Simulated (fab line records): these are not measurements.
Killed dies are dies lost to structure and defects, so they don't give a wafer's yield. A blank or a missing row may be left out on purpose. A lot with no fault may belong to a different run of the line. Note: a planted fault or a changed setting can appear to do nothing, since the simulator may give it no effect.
Which tool did it? / flow berkeley cmos170 / 15 lots, 45 wafers sampled, at 5 steps of a route of 331

## WHAT EACH GAUGE READ, for each wafer
UCB170_GATE_OVL_MEAS_13.
lot=L903; measured=day 7 18:36; on=overlay-02; GATE_OVL (nm)=-2 5 -3
lot=L904; measured=day 8 06:58; on=overlay-01; GATE_OVL (nm)=-1 -1 3
lot=L906; measured=day 8 07:12; on=overlay-02; GATE_OVL (nm)=4 5 -3
lot=L907; measured=day 8 07:23; on=overlay-01; GATE_OVL (nm)=0 1 1
lot=L909; measured=day 8 18:09; on=overlay-01; GATE_OVL (nm)=1 -9 -5
lot=L908; measured=day 8 18:24; on=overlay-02; GATE_OVL (nm)=2 0 5
lot=L911; measured=day 9 12:47; on=overlay-02; GATE_OVL (nm)=-6 -8 -2
lot=L913; measured=day 10 01:47; on=overlay-01; GATE_OVL (nm)=-10 -5 -2
lot=L917; measured=day 10 02:04; on=overlay-01; GATE_OVL (nm)=-1 -4 0
lot=L915; measured=day 10 02:11; on=overlay-02; GATE_OVL (nm)=-8 -2 -8
lot=L914; measured=day 10 02:19; on=overlay-01; GATE_OVL (nm)=1 -1 7
lot=L921; measured=day 11 18:16; on=overlay-02; GATE_OVL (nm)=4 4 0
lot=L924; measured=day 12 02:53; on=overlay-02; GATE_OVL (nm)=8 3 6
lot=L923; measured=day 12 03:00; on=overlay-01; GATE_OVL (nm)=1 0 -4
lot=L925; measured=day 12 15:49; on=overlay-01; GATE_OVL (nm)=3 11 5

UCB170_SILICIDE_RS_MEAS_02: measurement is done with a four-point probe.
lot=L903; measured=day 8 15:23; on=film metro-01; SILICIDE_TI_RS (ohm/sq)=25.7 25.8 25.7
lot=L904; measured=day 9 01:34; on=film metro-04; SILICIDE_TI_RS (ohm/sq)=26.2 26.3 26.2
lot=L906; measured=day 9 01:54; on=film metro-04; SILICIDE_TI_RS (ohm/sq)=26.0 25.9 25.8
lot=L907; measured=day 9 01:47; on=film metro-01; SILICIDE_TI_RS (ohm/sq)=27.2 26.1 26.2
lot=L909; measured=day 9 13:13; on=film metro-02; SILICIDE_TI_RS (ohm/sq)=26.3 26.7 25.8
lot=L908; measured=day 9 12:52; on=film metro-02; SILICIDE_TI_RS (ohm/sq)=25.8 25.8 25.7
lot=L911; measured=day 10 04:03; on=film metro-01; SILICIDE_TI_RS (ohm/sq)=25.9 26.9 26.4
lot=L913; measured=day 10 18:10; on=film metro-01; SILICIDE_TI_RS (ohm/sq)=25.9 26.0 26.9
lot=L917; measured=day 10 18:53; on=film metro-01; SILICIDE_TI_RS (ohm/sq)=17.1 17.2 17.3
lot=L915; measured=day 10 18:22; on=film metro-01; SILICIDE_TI_RS (ohm/sq)=17.2 16.9 16.7
lot=L914; measured=day 10 18:58; on=film metro-02; SILICIDE_TI_RS (ohm/sq)=16.9 17.4 17.4
lot=L921; measured=day 12 08:42; on=film metro-01; SILICIDE_TI_RS (ohm/sq)=26.3 26.1 26.2
lot=L924; measured=day 12 21:05; on=film metro-01; SILICIDE_TI_RS (ohm/sq)=26.4 25.9 26.5
lot=L923; measured=day 12 22:23; on=film metro-04; SILICIDE_TI_RS (ohm/sq)=26.1 26.6 26.5
lot=L925; measured=day 13 09:52; on=film metro-01; SILICIDE_TI_RS (ohm/sq)=25.9 26.2 26.2

UCB170_SILICIDE_THK_MEAS_03: measures by xrf.
lot=L903; measured=day 8 15:30; on=film metro-01; SILICIDE_TI_THK (nm)=31.0 30.9 30.9
lot=L904; measured=day 9 01:41; on=film metro-04; SILICIDE_TI_THK (nm)=30.6 30.4 30.7
lot=L906; measured=day 9 02:01; on=film metro-04; SILICIDE_TI_THK (nm)=30.7 30.7 30.8
lot=L907; measured=day 9 01:53; on=film metro-01; SILICIDE_TI_THK (nm)=29.6 30.8 30.5
lot=L909; measured=day 9 13:19; on=film metro-02; SILICIDE_TI_THK (nm)=30.2 29.7 30.7
lot=L908; measured=day 9 12:58; on=film metro-02; SILICIDE_TI_THK (nm)=30.7 30.6 30.8
lot=L911; measured=day 10 04:10; on=film metro-01; SILICIDE_TI_THK (nm)=30.6 29.5 30.0
lot=L913; measured=day 10 18:17; on=film metro-01; SILICIDE_TI_THK (nm)=30.8 30.7 29.8
lot=L917; measured=day 10 19:01; on=film metro-01; SILICIDE_TI_THK (nm)=43.7 43.6 43.5
lot=L915; measured=day 10 18:28; on=film metro-01; SILICIDE_TI_THK (nm)=43.3 44.3 44.9
lot=L914; measured=day 10 19:05; on=film metro-02; SILICIDE_TI_THK (nm)=44.4 43.2 43.2
lot=L921; measured=day 12 08:49; on=film metro-01; SILICIDE_TI_THK (nm)=30.3 30.5 30.4
lot=L924; measured=day 12 21:11; on=film metro-01; SILICIDE_TI_THK (nm)=30.3 30.7 30.1
lot=L923; measured=day 12 22:31; on=film metro-04; SILICIDE_TI_THK (nm)=30.5 30.1 30.1
lot=L925; measured=day 13 09:58; on=film metro-01; SILICIDE_TI_THK (nm)=30.8 30.4 30.4

## WHAT TOOL EACH LOT RAN ON (gives the tool, then ch and the chambers of the sampled wafers, and finally the start)
lot=L903; UCB170_NSD_STRIP_09=plasma asher-04 ch 0,1, day 8 11:56; UCB170_SILICIDE_SPUTTER_01=pvd sputter-01, day 8 15:21
lot=L904; UCB170_NSD_STRIP_09=plasma asher-04 ch 0,1, day 8 22:52; UCB170_SILICIDE_SPUTTER_01=pvd sputter-01, day 9 01:23
lot=L906; UCB170_NSD_STRIP_09=plasma asher-02 ch 0,1, day 9 00:02; UCB170_SILICIDE_SPUTTER_01=pvd sputter-01, day 9 01:52
lot=L907; UCB170_NSD_STRIP_09=plasma asher-04 ch 0,1, day 8 23:46; UCB170_SILICIDE_SPUTTER_01=pvd sputter-02, day 9 01:38
lot=L909; UCB170_NSD_STRIP_09=plasma asher-04 ch 0,1, day 9 10:21; UCB170_SILICIDE_SPUTTER_01=pvd sputter-02, day 9 13:10
lot=L908; UCB170_NSD_STRIP_09=plasma asher-01 ch 0,1, day 9 09:59; UCB170_SILICIDE_SPUTTER_01=pvd sputter-01, day 9 12:49
lot=L911; UCB170_NSD_STRIP_09=plasma asher-04 ch 0,1, day 10 01:41; UCB170_SILICIDE_SPUTTER_01=pvd sputter-02, day 10 04:00
lot=L913; UCB170_NSD_STRIP_09=plasma asher-01 ch 0,1, day 10 16:04; UCB170_SILICIDE_SPUTTER_01=pvd sputter-02, day 10 18:04
lot=L917; UCB170_NSD_STRIP_09=plasma asher-01 ch 0,1, day 10 16:37; UCB170_SILICIDE_SPUTTER_01=pvd sputter-02, day 10 18:33
lot=L915; UCB170_NSD_STRIP_09=plasma asher-04 ch 0,1, day 10 16:20; UCB170_SILICIDE_SPUTTER_01=pvd sputter-02, day 10 18:10
lot=L914; UCB170_NSD_STRIP_09=plasma asher-04 ch 0,1, day 10 16:40; UCB170_SILICIDE_SPUTTER_01=pvd sputter-02, day 10 18:39
lot=L921; UCB170_NSD_STRIP_09=plasma asher-01 ch 0,1, day 12 06:44; UCB170_SILICIDE_SPUTTER_01=pvd sputter-03, day 12 08:40
lot=L924; UCB170_NSD_STRIP_09=plasma asher-02 ch 0,1, day 12 18:47; UCB170_SILICIDE_SPUTTER_01=pvd sputter-03, day 12 21:00
lot=L923; UCB170_NSD_STRIP_09=plasma asher-04 ch 0,1, day 12 19:44; UCB170_SILICIDE_SPUTTER_01=pvd sputter-01, day 12 22:22
lot=L925; UCB170_NSD_STRIP_09=plasma asher-02 ch 0,1, day 13 07:29; UCB170_SILICIDE_SPUTTER_01=pvd sputter-01, day 13 09:49
- UCB170_NSD_STRIP_09: strips in O2.
- UCB170_SILICIDE_SPUTTER_01: material Ti, target thk 30 nm, time 25 s.

## WHAT THE TOOLS THEMSELVES READ (means of the sampled wafers that have a number; where no wafer has one, the mark that the record gives instead)
UCB170_NSD_STRIP_09.
lot=L903; tool=plasma asher-04; drypump motor current A (A)=6.2; oes product au (a.u.)=0.531; strip time to endpoint s (s)=35.85
lot=L904; tool=plasma asher-04; drypump motor current A (A)=6.2; oes product au (a.u.)=0.533; strip time to endpoint s (s)=35.79
lot=L906; tool=plasma asher-02; drypump motor current A (A)=5.5; oes product au (a.u.)=0.532; strip time to endpoint s (s)=35.99
lot=L907; tool=plasma asher-04; drypump motor current A (A)=6.2; oes product au (a.u.)=0.533; strip time to endpoint s (s)=35.80
lot=L909; tool=plasma asher-04; drypump motor current A (A)=6.2; oes product au (a.u.)=0.530; strip time to endpoint s (s)=35.92
lot=L908; tool=plasma asher-01; drypump motor current A (A)=5.7; oes product au (a.u.)=0.534; strip time to endpoint s (s)=35.72
lot=L911; tool=plasma asher-04; drypump motor current A (A)=6.2; oes product au (a.u.)=0.533; strip time to endpoint s (s)=35.93
lot=L913; tool=plasma asher-01; drypump motor current A (A)=5.8; oes product au (a.u.)=0.531; strip time to endpoint s (s)=35.85
lot=L917; tool=plasma asher-01; drypump motor current A (A)=5.8; oes product au (a.u.)=0.536; strip time to endpoint s (s)=35.77
lot=L915; tool=plasma asher-04; drypump motor current A (A)=6.2; oes product au (a.u.)=0.531; strip time to endpoint s (s)=35.79
lot=L914; tool=plasma asher-04; drypump motor current A (A)=6.1; oes product au (a.u.)=0.534; strip time to endpoint s (s)=35.71
lot=L921; tool=plasma asher-01; drypump motor current A (A)=5.7; oes product au (a.u.)=0.534; strip time to endpoint s (s)=35.92
lot=L924; tool=plasma asher-02; drypump motor current A (A)=5.6; oes product au (a.u.)=0.529; strip time to endpoint s (s)=35.88
lot=L923; tool=plasma asher-04; drypump motor current A (A)=6.2; oes product au (a.u.)=0.538; strip time to endpoint s (s)=35.80
lot=L925; tool=plasma asher-02; drypump motor current A (A)=5.5; oes product au (a.u.)=0.531; strip time to endpoint s (s)=35.77

UCB170_SILICIDE_SPUTTER_01.
lot=L903; tool=pvd sputter-01; chamber pressure pa (Pa)=0.4999; throttle valve pct (%)=31.5
lot=L904; tool=pvd sputter-01; chamber pressure pa (Pa)=0.4993; throttle valve pct (%)=30.6
lot=L906; tool=pvd sputter-01; chamber pressure pa (Pa)=0.4996; throttle valve pct (%)=31.1
lot=L907; tool=pvd sputter-02; chamber pressure pa (Pa)=0.4993; throttle valve pct (%)=29.0
lot=L909; tool=pvd sputter-02; chamber pressure pa (Pa)=0.5003; throttle valve pct (%)=28.9
lot=L908; tool=pvd sputter-01; chamber pressure pa (Pa)=0.4993; throttle valve pct (%)=30.5
lot=L911; tool=pvd sputter-02; chamber pressure pa (Pa)=0.5008; throttle valve pct (%)=28.7
lot=L913; tool=pvd sputter-02; chamber pressure pa (Pa)=0.5001; throttle valve pct (%)=28.9
lot=L917; tool=pvd sputter-02; chamber pressure pa (Pa)=0.4995; throttle valve pct (%)=29.0
lot=L915; tool=pvd sputter-02; chamber pressure pa (Pa)=0.4998; throttle valve pct (%)=28.7
lot=L914; tool=pvd sputter-02; chamber pressure pa (Pa)=0.5008; throttle valve pct (%)=30.0
lot=L921; tool=pvd sputter-03; chamber pressure pa (Pa)=0.4999; throttle valve pct (%)=30.3
lot=L924; tool=pvd sputter-03; chamber pressure pa (Pa)=0.4993; throttle valve pct (%)=29.0
lot=L923; tool=pvd sputter-01; chamber pressure pa (Pa)=0.4995; throttle valve pct (%)=30.9
lot=L925; tool=pvd sputter-01; chamber pressure pa (Pa)=0.5007; throttle valve pct (%)=31.8

## THE ANSWER, worked out from the rows above alone
Rule: what is usual is taken from the lots themselves. The widest of any qualifying gaps counts: lots, ordered by their means at a reading, are off when they make up no more than a third of the lots, leave a main group of 4 or more, and stand apart from it by 3 or more times the standard deviation of that group's means. Not used: any main group whose means are identical at the precision the tables above print for the reading. A lot without any number at a reading at which 4 lots or more have one is off too. All remaining lots with rows at the step are treated as sound. After the gauges, taken in route order, come the tools' own readings; for these a lot's mean is taken, as printed above. The first step at which some lot is off is used, and at that step the reading that is off furthest; a lot without a number counts as furthest.
Off: L917, L915, L914, at UCB170_SILICIDE_RS_MEAS_02 (SILICIDE_TI_RS). The main group: mean 26.2 ohm/sq, standard deviation 0.24.
If a tool, at a process step before that reading, ran all the lots that are off and no sound lot after the first of them, it fits. Those tools and the gauges at UCB170_SILICIDE_RS_MEAS_02 are tried in the same way. One candidate fits, namely pvd sputter-02 at UCB170_SILICIDE_SPUTTER_01. Its last sound lot is L913 (day 10 18:04), its first lot that is off L915 (day 10 18:10): a fault that began between those two fits.

## WHAT HAD BEEN PUT IN BY THE SIMULATOR
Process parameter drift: pvd sputter-02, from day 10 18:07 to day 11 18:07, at UCB170_SILICIDE_SPUTTER_01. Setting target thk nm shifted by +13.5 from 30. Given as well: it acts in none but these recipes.
Struck lots among those shown: L917, L915, L914. The rule given above showed the same thing.
